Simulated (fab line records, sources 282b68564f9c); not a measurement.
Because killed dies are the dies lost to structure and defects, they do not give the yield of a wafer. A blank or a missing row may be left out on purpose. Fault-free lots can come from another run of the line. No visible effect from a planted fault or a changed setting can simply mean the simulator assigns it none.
A sampling plan put to the test / flow rit-cmos / 32 faults told of in these records, all on one fab line, each judged by the records of the lots it struck
Plan = the line's own looks (route steps where a gauge or an inspection reads the wafer without altering it). A look can be judged if struck wafers have a number there and the file gives its usual mean and standard deviation on fault-free wafers. Caught: a look later than the fault's first step finds the struck wafers' mean 4 or more of those standard deviations (sigma) from the usual mean. On the tool: the fault's steps, tested the same way using the tool's own readings. It also counts as caught if the struck wafers ran another recipe or if their record alone is blank.

== THE FAULTS, as the simulator had put them in ==
1. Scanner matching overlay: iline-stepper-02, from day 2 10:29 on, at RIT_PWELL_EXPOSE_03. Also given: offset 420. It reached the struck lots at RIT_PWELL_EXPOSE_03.
2. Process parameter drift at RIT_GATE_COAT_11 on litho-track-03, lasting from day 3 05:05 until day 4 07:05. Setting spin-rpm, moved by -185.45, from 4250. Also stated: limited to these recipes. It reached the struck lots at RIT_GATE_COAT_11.
3. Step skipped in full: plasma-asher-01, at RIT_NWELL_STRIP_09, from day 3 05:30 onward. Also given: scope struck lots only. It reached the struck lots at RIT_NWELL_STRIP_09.
4. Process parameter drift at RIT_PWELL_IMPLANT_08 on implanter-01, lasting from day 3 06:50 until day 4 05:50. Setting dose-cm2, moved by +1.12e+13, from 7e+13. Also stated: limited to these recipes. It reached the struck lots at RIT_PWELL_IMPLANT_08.
5. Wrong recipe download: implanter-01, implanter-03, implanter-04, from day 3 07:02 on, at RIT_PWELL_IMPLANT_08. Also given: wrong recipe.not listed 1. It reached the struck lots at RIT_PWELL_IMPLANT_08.
6. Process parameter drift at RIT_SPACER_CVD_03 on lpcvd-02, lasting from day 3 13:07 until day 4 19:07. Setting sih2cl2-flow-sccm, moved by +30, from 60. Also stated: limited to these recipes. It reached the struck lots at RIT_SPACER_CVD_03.
7. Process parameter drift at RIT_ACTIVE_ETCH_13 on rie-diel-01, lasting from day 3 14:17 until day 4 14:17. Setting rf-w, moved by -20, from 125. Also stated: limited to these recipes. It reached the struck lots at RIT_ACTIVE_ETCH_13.
8. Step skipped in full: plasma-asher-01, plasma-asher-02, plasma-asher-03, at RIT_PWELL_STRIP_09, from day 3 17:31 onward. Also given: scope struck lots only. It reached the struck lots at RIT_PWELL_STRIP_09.
9. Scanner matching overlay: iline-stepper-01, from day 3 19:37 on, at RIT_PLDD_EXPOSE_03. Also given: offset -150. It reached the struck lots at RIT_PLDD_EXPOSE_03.
10. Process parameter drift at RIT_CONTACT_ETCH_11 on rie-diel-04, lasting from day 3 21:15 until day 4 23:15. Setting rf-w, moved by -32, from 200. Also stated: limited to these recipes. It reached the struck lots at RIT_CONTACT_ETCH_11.
11. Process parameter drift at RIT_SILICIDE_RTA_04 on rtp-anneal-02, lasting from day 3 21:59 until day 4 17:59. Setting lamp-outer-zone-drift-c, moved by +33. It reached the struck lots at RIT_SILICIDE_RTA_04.
12. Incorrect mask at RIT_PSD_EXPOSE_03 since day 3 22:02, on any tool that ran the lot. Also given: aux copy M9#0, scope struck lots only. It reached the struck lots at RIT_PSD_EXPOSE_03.
13. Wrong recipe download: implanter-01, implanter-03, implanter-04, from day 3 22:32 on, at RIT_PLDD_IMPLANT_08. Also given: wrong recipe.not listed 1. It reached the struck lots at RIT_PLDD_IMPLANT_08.
14. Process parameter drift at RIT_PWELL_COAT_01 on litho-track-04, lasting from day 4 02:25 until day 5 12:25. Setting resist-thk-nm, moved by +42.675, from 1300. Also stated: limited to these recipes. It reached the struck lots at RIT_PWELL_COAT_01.
15. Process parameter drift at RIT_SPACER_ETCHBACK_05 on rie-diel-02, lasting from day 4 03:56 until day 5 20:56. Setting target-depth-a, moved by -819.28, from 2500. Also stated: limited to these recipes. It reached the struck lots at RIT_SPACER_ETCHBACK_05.
16. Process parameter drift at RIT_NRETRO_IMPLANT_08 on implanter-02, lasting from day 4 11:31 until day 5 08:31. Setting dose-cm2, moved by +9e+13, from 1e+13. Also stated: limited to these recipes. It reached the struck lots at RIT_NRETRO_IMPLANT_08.
17. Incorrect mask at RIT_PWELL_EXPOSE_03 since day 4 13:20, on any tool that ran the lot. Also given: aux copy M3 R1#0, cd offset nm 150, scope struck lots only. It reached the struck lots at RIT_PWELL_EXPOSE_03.
18. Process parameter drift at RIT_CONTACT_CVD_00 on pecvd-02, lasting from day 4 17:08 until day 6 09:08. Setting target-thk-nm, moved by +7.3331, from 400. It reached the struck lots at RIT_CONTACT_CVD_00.
19. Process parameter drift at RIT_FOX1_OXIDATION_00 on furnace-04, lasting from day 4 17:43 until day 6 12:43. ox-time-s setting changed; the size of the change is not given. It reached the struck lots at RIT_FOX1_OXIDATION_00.
20. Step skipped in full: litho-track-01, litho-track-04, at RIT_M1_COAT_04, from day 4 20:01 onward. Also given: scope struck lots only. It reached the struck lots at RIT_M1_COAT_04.
21. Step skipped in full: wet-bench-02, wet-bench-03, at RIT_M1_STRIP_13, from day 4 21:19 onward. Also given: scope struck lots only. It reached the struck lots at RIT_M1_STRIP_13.
22. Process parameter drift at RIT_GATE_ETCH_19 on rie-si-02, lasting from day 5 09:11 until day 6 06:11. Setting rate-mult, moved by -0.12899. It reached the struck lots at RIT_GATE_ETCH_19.
23. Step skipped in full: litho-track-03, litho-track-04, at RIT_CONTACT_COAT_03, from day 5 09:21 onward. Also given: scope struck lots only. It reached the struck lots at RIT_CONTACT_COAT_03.
24. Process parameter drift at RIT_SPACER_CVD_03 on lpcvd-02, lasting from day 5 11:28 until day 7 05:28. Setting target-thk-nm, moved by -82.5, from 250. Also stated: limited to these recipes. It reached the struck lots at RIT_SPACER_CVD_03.
25. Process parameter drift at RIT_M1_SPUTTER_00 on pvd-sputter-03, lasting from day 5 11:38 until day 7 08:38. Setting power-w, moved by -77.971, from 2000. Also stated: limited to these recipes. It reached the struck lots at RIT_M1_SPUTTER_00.
26. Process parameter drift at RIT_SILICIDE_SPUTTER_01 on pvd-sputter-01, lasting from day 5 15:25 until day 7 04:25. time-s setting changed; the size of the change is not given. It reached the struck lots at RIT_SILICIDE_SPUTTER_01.
27. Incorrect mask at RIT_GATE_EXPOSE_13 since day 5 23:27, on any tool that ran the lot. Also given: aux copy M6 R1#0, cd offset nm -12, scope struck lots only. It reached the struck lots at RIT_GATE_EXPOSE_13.
28. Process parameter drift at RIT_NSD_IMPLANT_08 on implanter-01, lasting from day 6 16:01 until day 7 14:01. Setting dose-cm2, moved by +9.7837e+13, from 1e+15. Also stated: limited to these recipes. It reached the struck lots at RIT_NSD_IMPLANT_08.
29. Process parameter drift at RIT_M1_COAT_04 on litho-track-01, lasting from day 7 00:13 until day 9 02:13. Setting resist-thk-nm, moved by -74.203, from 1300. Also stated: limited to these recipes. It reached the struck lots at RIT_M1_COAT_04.
30. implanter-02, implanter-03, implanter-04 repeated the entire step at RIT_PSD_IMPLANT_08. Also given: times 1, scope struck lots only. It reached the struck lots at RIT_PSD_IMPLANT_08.
31. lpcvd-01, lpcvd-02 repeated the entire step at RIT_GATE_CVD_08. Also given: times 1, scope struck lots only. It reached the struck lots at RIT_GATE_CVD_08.
32. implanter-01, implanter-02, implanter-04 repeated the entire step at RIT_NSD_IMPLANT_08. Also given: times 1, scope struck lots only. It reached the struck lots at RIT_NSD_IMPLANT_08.

== WHAT THE PLAN SAW ==
fault=1; on the tool itself=no reading that can be judged; first look that catches it=RIT_PWELL_OVL_MEAS_06; reading, sigma=PWELL_OVL +99 or beyond; median hours from its first step to that look=0.4; hours from the fault's start to the first struck lot there=3; judged looks passed uncaught=0
fault=2; on the tool itself=spin-speed-rpm -61 sigma; first look that catches it=none of the 2 looks that can be judged after it; reading, sigma=-; median hours from its first step to that look=-; hours from the fault's start to the first struck lot there=-; judged looks passed uncaught=2
fault=3; on the tool itself=the tool's record is blank for the struck wafers; first look that catches it=RIT_PWELL_TW_MEAS_10; reading, sigma=PWELL_TW -99 or beyond; median hours from its first step to that look=1.7; hours from the fault's start to the first struck lot there=5; judged looks passed uncaught=0
fault=4; on the tool itself=dose-ions-cm2 +99 or beyond sigma; first look that catches it=RIT_PWELL_TW_MEAS_10; reading, sigma=PWELL_TW +4.2; median hours from its first step to that look=0.3; hours from the fault's start to the first struck lot there=8; judged looks passed uncaught=0
fault=5; on the tool itself=no reading that can be judged; first look that catches it=RIT_PWELL_TW_MEAS_10; reading, sigma=PWELL_TW +99 or beyond; median hours from its first step to that look=0.3; hours from the fault's start to the first struck lot there=3; judged looks passed uncaught=0
fault=6; on the tool itself=sih2cl2-flow-sccm +99 or beyond sigma; first look that catches it=RIT_SPACER_THK_MEAS_04; reading, sigma=SPACER_NITRIDE_THK +15; median hours from its first step to that look=1.9; hours from the fault's start to the first struck lot there=4; judged looks passed uncaught=0
fault=7; on the tool itself=rf-fwd-power-W -49 sigma; first look that catches it=no look after it can be judged; reading, sigma=-; median hours from its first step to that look=-; hours from the fault's start to the first struck lot there=-; judged looks passed uncaught=0
fault=8; on the tool itself=no reading that can be judged; first look that catches it=not the one look that can be judged after it; reading, sigma=-; median hours from its first step to that look=-; hours from the fault's start to the first struck lot there=-; judged looks passed uncaught=1
fault=9; on the tool itself=no reading that can be judged; first look that catches it=RIT_PLDD_OVL_MEAS_06; reading, sigma=PLDD_OVL -99 or beyond; median hours from its first step to that look=0.4; hours from the fault's start to the first struck lot there=6; judged looks passed uncaught=0
fault=10; on the tool itself=rf-fwd-power-W -49 sigma; first look that catches it=no look after it can be judged; reading, sigma=-; median hours from its first step to that look=-; hours from the fault's start to the first struck lot there=-; judged looks passed uncaught=0
fault=11; on the tool itself=under 2 sigma; first look that catches it=none of the 8 looks that can be judged after it; reading, sigma=-; median hours from its first step to that look=-; hours from the fault's start to the first struck lot there=-; judged looks passed uncaught=8
fault=12; on the tool itself=no reading that can be judged; first look that catches it=RIT_PSD_TW_MEAS_10; reading, sigma=PSD_TW -99 or beyond; median hours from its first step to that look=0.9; hours from the fault's start to the first struck lot there=3; judged looks passed uncaught=0
fault=13; on the tool itself=under 2 sigma; first look that catches it=RIT_PLDD_TW_MEAS_10; reading, sigma=PLDD_TW -33; median hours from its first step to that look=0.3; hours from the fault's start to the first struck lot there=4; judged looks passed uncaught=0
fault=14; on the tool itself=under 2 sigma; first look that catches it=not the one look that can be judged after it; reading, sigma=-; median hours from its first step to that look=-; hours from the fault's start to the first struck lot there=-; judged looks passed uncaught=1
fault=15; on the tool itself=oes-product-au +12 sigma; first look that catches it=no look after it can be judged; reading, sigma=-; median hours from its first step to that look=-; hours from the fault's start to the first struck lot there=-; judged looks passed uncaught=0
fault=16; on the tool itself=dose-ions-cm2 +99 or beyond sigma; first look that catches it=RIT_NRETRO_TW_MEAS_10; reading, sigma=NRETRO_TW +99 or beyond; median hours from its first step to that look=0.3; hours from the fault's start to the first struck lot there=3; judged looks passed uncaught=0
fault=17; on the tool itself=under 2 sigma; first look that catches it=no look after it can be judged; reading, sigma=-; median hours from its first step to that look=-; hours from the fault's start to the first struck lot there=-; judged looks passed uncaught=0
fault=18; on the tool itself=under 2 sigma; first look that catches it=none of the 8 looks that can be judged after it; reading, sigma=-; median hours from its first step to that look=-; hours from the fault's start to the first struck lot there=-; judged looks passed uncaught=8
fault=19; on the tool itself=under 2 sigma; first look that catches it=RIT_FOX1_THK_MEAS_01; reading, sigma=FOX1_OXIDE_THK -16; median hours from its first step to that look=1.3; hours from the fault's start to the first struck lot there=4; judged looks passed uncaught=0
fault=20; on the tool itself=the tool's record is blank for the struck wafers; first look that catches it=no look after it can be judged; reading, sigma=-; median hours from its first step to that look=-; hours from the fault's start to the first struck lot there=-; judged looks passed uncaught=0
fault=21; on the tool itself=no reading that can be judged; first look that catches it=no look after it can be judged; reading, sigma=-; median hours from its first step to that look=-; hours from the fault's start to the first struck lot there=-; judged looks passed uncaught=0
fault=22; on the tool itself=under 2 sigma; first look that catches it=no look after it can be judged; reading, sigma=-; median hours from its first step to that look=-; hours from the fault's start to the first struck lot there=-; judged looks passed uncaught=0
fault=23; on the tool itself=the tool's record is blank for the struck wafers; first look that catches it=no look after it can be judged; reading, sigma=-; median hours from its first step to that look=-; hours from the fault's start to the first struck lot there=-; judged looks passed uncaught=0
fault=24; on the tool itself=under 2 sigma; first look that catches it=RIT_SPACER_THK_MEAS_04; reading, sigma=SPACER_NITRIDE_THK -33; median hours from its first step to that look=2.4; hours from the fault's start to the first struck lot there=9; judged looks passed uncaught=0
fault=25; on the tool itself=cathode-dc-power-W -99 or beyond sigma; first look that catches it=RIT_M1_RS_MEAS_01; reading, sigma=M1_AL_RS +4.5; median hours from its first step to that look=0.3; hours from the fault's start to the first struck lot there=8; judged looks passed uncaught=0
fault=26; on the tool itself=under 2 sigma; first look that catches it=none of the 2 looks that can be judged after it; reading, sigma=strongest: SILICIDE_TI_RS at RIT_SILICIDE_RS_MEAS_02, -3.2; median hours from its first step to that look=-; hours from the fault's start to the first struck lot there=-; judged looks passed uncaught=2
fault=27; on the tool itself=no reading that can be judged; first look that catches it=RIT_GATE_CD_MEAS_16; reading, sigma=cd-nm -5.2; median hours from its first step to that look=0.4; hours from the fault's start to the first struck lot there=5; judged looks passed uncaught=0
fault=28; on the tool itself=dose-ions-cm2 +88 sigma; first look that catches it=RIT_SDANNEAL_RS_MEAS_05; reading, sigma=NSD_RS -18; median hours from its first step to that look=2.5; hours from the fault's start to the first struck lot there=15; judged looks passed uncaught=1
fault=29; on the tool itself=under 2 sigma; first look that catches it=not the one look that can be judged after it; reading, sigma=strongest: cd-nm at RIT_M1_CD_MEAS_09, -2.7; median hours from its first step to that look=-; hours from the fault's start to the first struck lot there=-; judged looks passed uncaught=1
fault=30; on the tool itself=under 2 sigma; first look that catches it=RIT_PSD_TW_MEAS_10; reading, sigma=PSD_TW +5.6; median hours from its first step to that look=0.6; hours from the fault's start to the first struck lot there=-; judged looks passed uncaught=0
fault=31; on the tool itself=no reading that can be judged; first look that catches it=RIT_GATE_THK_MEAS_09; reading, sigma=GATE_POLY_THK +99 or beyond; median hours from its first step to that look=3.4; hours from the fault's start to the first struck lot there=-; judged looks passed uncaught=0
fault=32; on the tool itself=under 2 sigma; first look that catches it=RIT_NSD_TW_MEAS_10; reading, sigma=NSD_TW +17; median hours from its first step to that look=0.7; hours from the fault's start to the first struck lot there=-; judged looks passed uncaught=0
A dash: this means the fault isn't caught or the number doesn't appear in these records.

Caught at a look: 17 of 32. Caught on the tool: 12 of 32. By one or the other: 23 of 32.
On the tool alone, faults 2, 7, 10, 15, 20, 23 were caught.
Caught at a look alone: faults 1, 5, 9, 12, 13, 19, 24, 27, 30, 31, 32.
Caught by neither: faults 8, 11, 14, 17, 18, 21, 22, 26, 29.

== THINNER SAMPLING ==
If the look that catches a fault measured only every second or every third lot, by lot number, the first struck lot would be measured this late in the worst case:
fault=1; struck lots at that look, in order of time=L377, L380, L384; every lot=3 h; every second lot=17 h; every third lot=may miss all 3
fault=3; struck lots at that look, in order of time=L379, L380, L381; every lot=5 h; every second lot=9 h; every third lot=15 h
fault=4; struck lots at that look, in order of time=L751, L753; every lot=8 h; every second lot=may miss all 2; every third lot=may miss all 2
fault=5; struck lots at that look, in order of time=L740, L741, L742, L743; every lot=3 h; every second lot=8 h; every third lot=14 h
fault=6; struck lots at that look, in order of time=L898, L901; every lot=4 h; every second lot=21 h; every third lot=may miss all 2
fault=9; struck lots at that look, in order of time=L853, L858; every lot=6 h; every second lot=32 h; every third lot=may miss all 2
fault=12; struck lots at that look, in order of time=L332; every lot=3 h; every second lot=may miss it; every third lot=may miss it
fault=13; struck lots at that look, in order of time=L386, L387, L388, L389; every lot=4 h; every second lot=9 h; every third lot=14 h
fault=16; struck lots at that look, in order of time=L694, L695; every lot=3 h; every second lot=8 h; every third lot=may miss all 2
fault=19; struck lots at that look, in order of time=L863, L864; every lot=4 h; every second lot=9 h; every third lot=may miss all 2
fault=24; struck lots at that look, in order of time=L838, L839; every lot=9 h; every second lot=15 h; every third lot=may miss all 2
fault=25; struck lots at that look, in order of time=L962, L967; every lot=8 h; every second lot=37 h; every third lot=may miss all 2
fault=27; struck lots at that look, in order of time=L926; every lot=5 h; every second lot=may miss it; every third lot=may miss it
fault=28; struck lots at that look, in order of time=L500, L501, L502; every lot=15 h; every second lot=19 h; every third lot=21 h
The hour figures run from when the fault began to the first measured lot among those it struck. The limit of 4 sigma was tested on all struck wafers together, so one lot alone may lie under it. Other struck lots may not be in these records.

== THE LONGEST TIMED WAY FROM STEP TO LOOK ==
Fault 31: the median time between RIT_GATE_CVD_08 and RIT_GATE_THK_MEAS_09 is 3.4 hours. No look between them can be judged.
